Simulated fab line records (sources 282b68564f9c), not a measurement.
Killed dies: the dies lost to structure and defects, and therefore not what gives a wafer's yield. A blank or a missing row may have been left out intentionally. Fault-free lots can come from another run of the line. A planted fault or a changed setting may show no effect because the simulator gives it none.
fab line records -- flow rit-cmos
record lots=14, wafers=42, last-day=8
route steps=202 shown GATE@85 NLDD@109 CONTACT@168 M1@200
lots that met no fault: taken from a fault-free run of the same line
start-h: the number of hours between the record's first day and the start of the first shown wafer of the lot -- wait-h: hours elapsed since this lot's preceding step -- " identical to the entry in the row above -- L1.1+2: one row covering several wafers at once -- - either no value or no given start -- * or withheld: withheld -- < > ~ a bound
route shown NAME@n: NAME is a module with steps in the file, n the number in the route of the first one -- usual: mean and standard deviation over wafers with no fault -- same: alike in all rows -- chamber/n: place in a boat -- sites: the reading at each site -- _std_site: standard deviation across them -- _edge_site: inner sites' mean taken away from outer sites' mean -- radius-mm: how far each site lies from the wafer's centre -- mask NAME#n: copy n -- behind: the most recent tool/chamber to have shaped the wafer -- hold: reason for holding the lot/hours on hold/outcome of the hold -- device: transistor that didn't switch, given as n, p or np -- end of line: the same wafers' tests at the end of the route -- for a step that has no rows: nothing shown but its recipe -- killed: at the first sort, the dies lost to defects and structure; wafer yield is something else -- map: a wafer's dies, marking killed ones x, the rest . and places with no die _
set.NAME: the run value of the setting; set.NAME@STEP: its run value at that earlier step -- model.NAME: the simulator's own value behind a step, which no gauge read
the route's steps for a sample of lots (tables are steps, rows are wafers)
services: a tool's chamber out of use, with start hour (start-h, from the record's first day; less than 0 if before it), hours out, and reason
## steps
# step RIT_GATE_THK_MEAS_09
# recipe reads=poly-Si_of_GATE_CVD_08
# usual GATE_POLY_THK=251.1/2.3
lot.wafer,tool,chamber,start-h,wait-h,GATE_POLY_THK[nm]
L782.2,film-metro-02,-,43.20,0.0,254.7
L782.3,film-metro-02,-,43.20,0.0,254.5
L782.6,film-metro-02,-,43.20,0.0,256.2
L783.2,film-metro-01,-,48.54,0.0,250.4
L783.3,film-metro-01,-,48.54,0.0,251.4
L783.6,film-metro-01,-,48.54,0.0,250.1
L784.1,film-metro-01,-,56.25,0.0,247.8
L784.2,film-metro-01,-,56.25,0.0,249.2
L784.6,film-metro-01,-,56.25,0.0,249.6
L786.1,film-metro-02,-,64.41,0.0,251.7
L786.2,film-metro-02,-,64.41,0.0,249.7
L786.5,film-metro-02,-,64.41,0.0,248.8
L787.1,film-metro-02,-,70.14,0.0,253.2
L787.2,film-metro-02,-,70.14,0.0,250.1
L787.6,film-metro-02,-,70.14,0.0,251.2
L789.1,film-metro-01,-,76.90,0.0,252.8
L789.3,film-metro-01,-,76.90,0.0,252.1
L789.4,film-metro-01,-,76.90,0.0,251.9
L792.2,film-metro-01,-,93.31,0.0,253.5
L792.3,film-metro-01,-,93.31,0.0,251.6
L792.6,film-metro-01,-,93.31,0.0,251.8
L793.1,film-metro-01,-,99.71,0.0,250.6
L793.2,film-metro-01,-,99.71,0.0,248.9
L793.3,film-metro-01,-,99.71,0.0,248.4
L796.1,film-metro-02,-,114.38,0.0,249.0
L796.5,film-metro-02,-,114.38,0.0,248.8
L796.6,film-metro-02,-,114.38,0.0,250.6
L795.2,film-metro-01,-,114.39,0.0,250.1
L795.5,film-metro-01,-,114.39,0.0,250.5
L795.6,film-metro-01,-,114.39,0.0,251.2
L800.2,film-metro-01,-,146.56,0.0,250.4
L800.4,film-metro-01,-,146.56,0.0,251.4
L800.5,film-metro-01,-,146.56,0.0,250.7
L801.3,film-metro-02,-,146.57,0.0,255.1
L801.4,film-metro-02,-,146.57,0.0,253.2
L801.5,film-metro-02,-,146.57,0.0,254.4
L802.2,film-metro-01,-,162.01,0.0,252.1
L802.3,film-metro-01,-,162.01,0.0,252.8
L802.4,film-metro-01,-,162.01,0.0,251.6
L803.1,film-metro-01,-,165.41,0.0,252.4
L803.2,film-metro-01,-,165.41,0.0,255.7
L803.6,film-metro-01,-,165.41,0.0,251.0
# step RIT_NLDD_OVL_MEAS_06
# usual NLDD_OVL=-0.4/1.3
lot.wafer,tool,chamber,start-h,wait-h,NLDD_OVL[nm]
L782.2,overlay-02,-,49.42,-,-1.8
L782.3,overlay-02,-,49.42,-,-0.4
L782.6,overlay-02,-,49.42,-,-1.2
L783.2,overlay-02,-,55.72,-,0.0
L783.3,overlay-02,-,55.72,-,-1.6
L783.6,overlay-02,-,55.72,-,0.6
L784.1,overlay-01,-,62.15,-,-1.3
L784.2,overlay-01,-,62.15,-,-1.6
L784.6,overlay-01,-,62.15,-,-0.6
L786.1,overlay-01,-,71.88,-,-1.2
L786.2,overlay-01,-,71.88,-,-1.3
L786.5,overlay-01,-,71.88,-,-1.9
L787.1,overlay-02,-,77.70,-,-1.8
L787.2,overlay-02,-,77.70,-,-2.2
L787.6,overlay-02,-,77.70,-,-1.3
L789.1,overlay-01,-,83.34,-,-1.1
L789.3,overlay-01,-,83.34,-,-0.2
L789.4,overlay-01,-,83.34,-,-1.1
L792.2,overlay-01,-,103.24,-,0.4
L792.3,overlay-01,-,103.24,-,-0.1
L792.6,overlay-01,-,103.24,-,0.2
L793.1,overlay-01,-,107.70,-,1.1
L793.2,overlay-01,-,107.70,-,-0.1
L793.3,overlay-01,-,107.70,-,1.1
L796.1,overlay-01,-,124.44,-,-2.0
L796.5,overlay-01,-,124.44,-,-0.7
L796.6,overlay-01,-,124.44,-,-0.5
L795.2,overlay-02,-,124.69,-,-1.3
L795.5,overlay-02,-,124.69,-,-2.1
L795.6,overlay-02,-,124.69,-,-1.4
L800.2,overlay-01,-,155.11,-,0.2
L800.4,overlay-01,-,155.11,-,1.2
L800.5,overlay-01,-,155.11,-,0.9
L801.3,overlay-02,-,155.28,-,-1.5
L801.4,overlay-02,-,155.28,-,-0.5
L801.5,overlay-02,-,155.28,-,-0.4
L802.2,overlay-02,-,169.53,-,0.4
L802.3,overlay-02,-,169.53,-,-0.2
L802.4,overlay-02,-,169.53,-,0.5
L803.1,overlay-01,-,175.35,-,-2.3
L803.2,overlay-01,-,175.35,-,-2.0
L803.6,overlay-01,-,175.35,-,-1.6
# step RIT_CONTACT_CVD_00
# recipe material=SiO2, target-thk-nm=400, precursor=TEOS, temp-c=390, time-s=61, rf-w=400
# usual heater-power-w=341/55
lot.wafer,tool,chamber,start-h,wait-h,heater-power-w
L782.2,pecvd-04,2,59.57,0.0,354
L782.3,pecvd-04,1,59.57,0.0,398
L782.6,pecvd-04,0,59.57,0.0,336
L783.2,pecvd-02,1,64.89,0.0,301
L783.3,pecvd-02,0,64.89,0.0,272
L783.6,pecvd-02,2,64.89,0.0,425
L784.1,pecvd-03,1,71.03,0.1,350
L784.2,pecvd-03,2,71.03,0.1,359
L784.6,pecvd-03,1,71.03,0.1,377
L786.1,pecvd-02,0,80.91,0.1,282
L786.2,pecvd-02,1,80.91,0.1,285
L786.5,pecvd-02,1,80.91,0.1,288
L787.1,pecvd-03,2,86.86,0.1,324
L787.2,pecvd-03,1,86.86,0.1,366
L787.6,pecvd-03,0,86.86,0.1,245
L789.1,pecvd-02,2,93.07,0.1,350
L789.3,pecvd-02,0,93.07,0.1,245
L789.4,pecvd-02,0,93.07,0.1,261
L792.2,pecvd-02,2,112.94,0.0,407
L792.3,pecvd-02,0,112.94,0.0,252
L792.6,pecvd-02,2,112.94,0.0,420
L793.1,pecvd-03,1,117.93,0.1,329
L793.2,pecvd-03,2,117.93,0.1,291
L793.3,pecvd-03,0,117.93,0.1,282
L796.1,pecvd-02,1,133.68,0.1,315
L796.5,pecvd-02,1,133.68,0.1,226
L796.6,pecvd-02,2,133.68,0.1,418
L795.2,pecvd-03,2,134.87,0.0,342
L795.5,pecvd-03,1,134.87,0.0,393
L795.6,pecvd-03,2,134.87,0.0,354
L800.2,pecvd-04,2,166.61,0.0,311
L800.4,pecvd-04,2,166.61,0.0,335
L800.5,pecvd-04,1,166.61,0.0,412
L801.3,pecvd-02,0,166.85,0.0,285
L801.4,pecvd-02,2,166.85,0.0,335
L801.5,pecvd-02,0,166.85,0.0,294
L802.2,pecvd-03,1,178.55,0.0,427
L802.3,pecvd-03,2,178.55,0.0,285
L802.4,pecvd-03,0,178.55,0.0,293
L803.1,pecvd-02,2,184.90,0.1,423
L803.2,pecvd-02,1,184.90,0.1,293
L803.6,pecvd-02,1,184.90,0.1,299
# step RIT_M1_ANNEAL_15
# recipe temp-c=450, time-s=1800, ambient=forming_gas_H2N2
# usual spike-tc-centre-C=453.4/1, spike-tc-load-C=471.5/1, tube-center-temp-C=450/0.04
lot.wafer,tool,chamber,start-h,wait-h,spike-tc-centre-C,spike-tc-load-C,tube-center-temp-C
L782.2,furnace-02,0,64.40,0.1,453.8,472.9,449.94
L782.3,furnace-02,0,64.40,0.1,453.2,472.6,449.99
L782.6,furnace-02,0,64.40,0.1,454.0,471.4,450.03
L783.2,furnace-02,0,69.73,0.1,452.2,469.6,450.01
L783.3,furnace-02,0,69.73,0.1,452.1,472.3,450.05
L783.6,furnace-02,0,69.73,0.1,451.3,471.7,450.02
L784.1,furnace-02,0,75.72,0.1,453.2,473.7,450.11
L784.2,furnace-02,0,75.72,0.1,454.7,470.3,450
L784.6,furnace-02,0,75.72,0.1,450.5,472.3,449.94
L786.1,furnace-02,0,85.74,0.1,454.0,469.5,450.03
L786.2,furnace-02,0,85.74,0.1,454.6,472.2,450.03
L786.5,furnace-02,0,85.74,0.1,452.1,470.4,449.97
L787.1,furnace-02,0,91.87,0.1,456.6,470.8,449.96
L787.2,furnace-02,0,91.87,0.1,453.9,472.0,450.03
L787.6,furnace-02,0,91.87,0.1,452.6,472.2,449.95
L789.1,furnace-02,0,97.99,0.1,453.7,473.6,450.07
L789.3,furnace-02,0,97.99,0.1,453.2,469.7,449.96
L789.4,furnace-02,0,97.99,0.1,452.1,470.8,449.94
L792.2,furnace-02,0,117.96,0.1,454.2,473.5,450.04
L792.3,furnace-02,0,117.96,0.1,453.2,470.7,450
L792.6,furnace-02,0,117.96,0.1,451.7,470.9,450.01
L793.1,furnace-02,0,122.57,0.1,453.5,469.5,450.02
L793.2,furnace-02,0,122.57,0.1,453.5,473.1,449.99
L793.3,furnace-02,0,122.57,0.1,453.1,471.7,449.98
L796.1,furnace-02,-,138.42,0.1,-,-,-
L796.5,furnace-02,-,138.42,0.1,-,-,-
L796.6,furnace-02,-,138.42,0.1,-,-,-
L795.2,furnace-02,-,139.92,0.5,-,-,-
L795.5,furnace-02,-,139.92,0.5,-,-,-
L795.6,furnace-02,-,139.92,0.5,-,-,-
L800.2,furnace-02,0,171.38,0.1,453.8,472.6,450.02
L800.4,furnace-02,0,171.38,0.1,454.4,470.8,449.98
L800.5,furnace-02,0,171.38,0.1,452.0,470.3,449.99
L801.3,furnace-02,0,172.88,1.0,453.2,470.7,450.04
L801.4,furnace-02,0,172.88,1.0,453.8,470.3,450.03
L801.5,furnace-02,0,172.88,1.0,451.9,470.0,449.98
L802.2,furnace-02,0,183.44,0.1,453.4,472.0,450.04
L802.3,furnace-02,0,183.44,0.1,453.5,471.3,450.04
L802.4,furnace-02,0,183.44,0.1,451.8,471.5,449.97
L803.1,furnace-02,0,190.88,1.0,456.4,473.5,450.04
L803.2,furnace-02,0,190.88,1.0,453.2,471.0,450
L803.6,furnace-02,0,190.88,1.0,454.0,470.2,449.99
# step RIT_M1_PROBE_99
# usual defect-limited-yield=97.2/1.2, killed-at-contacts=0.1/0.27, killed-at-front-end=7/3.1, killed-dies=7/3.2, killed-open=3.8/2.1, killed-short=3.6/2, sort_bin_3_pad_short=0.1/0.22, sort_bin_5_function=1.7/0.8, sort_bin_6_memory=1.0/0.64, sort-n-pass=257/3.2, sort-yield-pct=97.2/1.2
# same gross-dies=264, killed_at_M0_to_M3=0, killed_at_M4_up=0, killed-at-back-side=0, killed-at-other=0
lot.wafer,tool,chamber,start-h,wait-h,defect-limited-yield[%],killed-at-contacts,killed-at-front-end,killed-dies,killed-open,killed-short,sort_bin_3_pad_short[%],sort_bin_5_function[%],sort_bin_6_memory[%],sort-n-pass,sort-yield-pct[%]
L783.2,prober-01,-,71.40,0.1,98.1,0,5,5,4,1,0,0.8,1.1,259,98.1
L783.3,prober-01,-,71.45,0.2,96.2,0,10,10,7,3,0,1.9,1.9,254,96.2
L783.6,prober-01,-,71.60,0.2,96.2,0,10,10,6,4,0.4,2.7,0.8,254,96.2
L792.2,prober-02,-,119.63,0.1,97.3,0,7,7,2,5,0,1.5,1.1,257,97.3
L792.3,prober-02,-,119.68,0.2,96.2,0,10,10,8,2,0,2.7,1.1,254,96.2
L792.6,prober-02,-,119.83,0.2,97.3,0,7,7,2,5,0,2.3,0.4,257,97.3
L793.1,prober-01,-,124.19,0.1,95.8,0,11,11,4,7,0.4,1.9,1.9,253,95.8
L793.2,prober-01,-,124.24,0.1,96.2,0,10,10,3,7,0,1.9,1.9,254,96.2
L793.3,prober-01,-,124.29,0.2,95.1,1,12,13,6,7,0.4,3.0,1.5,251,95.1
L800.2,prober-02,-,173.05,0.1,97.0,0,8,8,2,6,0.4,1.9,0.8,256,97.0
L800.4,prober-02,-,173.15,0.2,98.5,0,4,4,2,2,0,1.5,0,260,98.5
L800.5,prober-02,-,173.20,0.2,95.8,0,11,11,9,2,0.8,2.3,1.1,253,95.8
L801.3,prober-01,-,174.60,0.2,94.7,0,14,14,6,8,0,3.0,2.3,250,94.7
L801.4,prober-01,-,174.65,0.2,95.8,0,11,11,5,6,0,3.0,1.1,253,95.8
L801.5,prober-01,-,174.70,0.2,95.5,0,12,12,6,6,0,3.0,1.5,252,95.5
L803.1,prober-02,-,192.50,0.1,95.8,0,11,11,7,4,0,1.9,2.3,253,95.8
L803.2,prober-02,-,192.55,0.1,98.5,0,4,4,3,1,0,0.8,0.8,260,98.5
L803.6,prober-02,-,192.75,0.2,98.1,0,5,5,4,1,0,1.1,0.8,259,98.1
# killed by level:class
L783.2 FOX1:geometric-particle:open=1 FOX1:geometric-particle:short=1 GATE:geometric-particle:open=1 REOX:geometric-particle:open=1 SPACER:geometric-particle:open=1
L783.3 GATE:geometric-particle:open=3 FOX1:geometric-particle:open=2 REOX:geometric-particle:open=2 FOX1:geometric-particle:short=1 SPACER:geometric-particle:short=1 SILICIDE:geometric-particle:short=1
L783.6 GATE:geometric-particle:open=4 FOX1:geometric-particle:short=2 FOX1:geometric-particle:open=1 GATE:geometric-particle:short=1 REOX:geometric-particle:open=1 REOX:geometric-particle:short=1
L792.2 GATE:geometric-particle:open=2 FOX1:geometric-particle:short=1 FOX2:geometric-particle:short=1 GATE:geometric-particle:short=1 SPACER:geometric-particle:short=1 SILICIDE:geometric-particle:short=1
L792.3 GATE:geometric-particle:open=6 GATE:geometric-particle:short=1 SPACER:geometric-particle:open=1 SILICIDE:geometric-particle:short=1 SILICIDE:geometric-particle:open=1
L792.6 SPACER:geometric-particle:short=3 GATE:geometric-particle:open=2 GATE:geometric-particle:short=1 SILICIDE:geometric-particle:short=1
L793.1 FOX1:geometric-particle:short=2 GATE:geometric-particle:open=2 GATE:geometric-particle:short=2 REOX:geometric-particle:short=2 FOX1:geometric-particle:open=1 SPACER:geometric-particle:short=1 SILICIDE:geometric-particle:open=1
L793.2 SPACER:geometric-particle:short=3 FOX1:geometric-particle:open=2 REOX:geometric-particle:short=2 FOX2:geometric-particle:short=1 GATE:geometric-particle:short=1 SPACER:geometric-particle:open=1
L793.3 SPACER:geometric-particle:short=3 REOX:geometric-particle:open=2 FOX1:geometric-particle:short=1 FOX1:geometric-particle:open=1 GATE:geometric-particle:short=1 GATE:geometric-particle:open=1 REOX:geometric-particle:short=1 SPACER:geometric-particle:open=1
L800.2 REOX:geometric-particle:short=3 GATE:geometric-particle:short=2 GATE:geometric-particle:open=1 REOX:geometric-particle:open=1 SPACER:geometric-particle:short=1
L800.4 GATE:geometric-particle:short=2 GATE:geometric-particle:open=1 REOX:geometric-particle:open=1
L800.5 REOX:geometric-particle:open=5 GATE:geometric-particle:open=2 REOX:geometric-particle:short=2 FOX1:geometric-particle:open=1 SILICIDE:geometric-particle:open=1
L801.3 GATE:geometric-particle:short=3 FOX1:geometric-particle:open=2 GATE:geometric-particle:open=2 REOX:geometric-particle:short=2 REOX:geometric-particle:open=2 SPACER:geometric-particle:short=2 SILICIDE:geometric-particle:short=1
L801.4 FOX1:geometric-particle:short=4 GATE:geometric-particle:open=2 SILICIDE:geometric-particle:open=2 FOX1:geometric-particle:open=1 GATE:geometric-particle:short=1 REOX:geometric-particle:short=1
L801.5 FOX1:geometric-particle:short=5 FOX1:geometric-particle:open=2 SILICIDE:geometric-particle:open=2 FOX2:geometric-particle:short=1 GATE:geometric-particle:open=1 REOX:geometric-particle:open=1
L803.1 GATE:geometric-particle:open=4 GATE:geometric-particle:short=3 FOX1:geometric-particle:open=1 REOX:geometric-particle:open=1 SILICIDE:geometric-particle:short=1 SILICIDE:geometric-particle:open=1
L803.2 FOX1:geometric-particle:open=1 FOX2:geometric-particle:open=1 GATE:geometric-particle:open=1 SILICIDE:geometric-particle:short=1
L803.6 FOX1:geometric-particle:open=2 REOX:geometric-particle:open=1 SPACER:geometric-particle:open=1 SILICIDE:geometric-particle:short=1
## services
tool,chamber,start-h,hours,kind
pecvd-02,0,46.26,9.6,repair
pecvd-02,0,65.73,2.9,repair
pecvd-04,0,69.67,4.5,repair
pecvd-03,-,182.69,5.5,pm
## key
first-sign step=RIT_M1_ANNEAL_15, reading=tool-record, direction=missing
effect none on later readings
met-at RIT_M1_ANNEAL_15
struck-lots L795,L796
not-acting-at RIT_GATE_THK_MEAS_09,RIT_NLDD_OVL_MEAS_06,RIT_CONTACT_CVD_00
onset-between 122.57 138.42
fault kind=skipped-step-whole, tool=furnace-02, chamber=-, onset-h=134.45, steps=RIT_M1_ANNEAL_15, scope=struck-lots-only
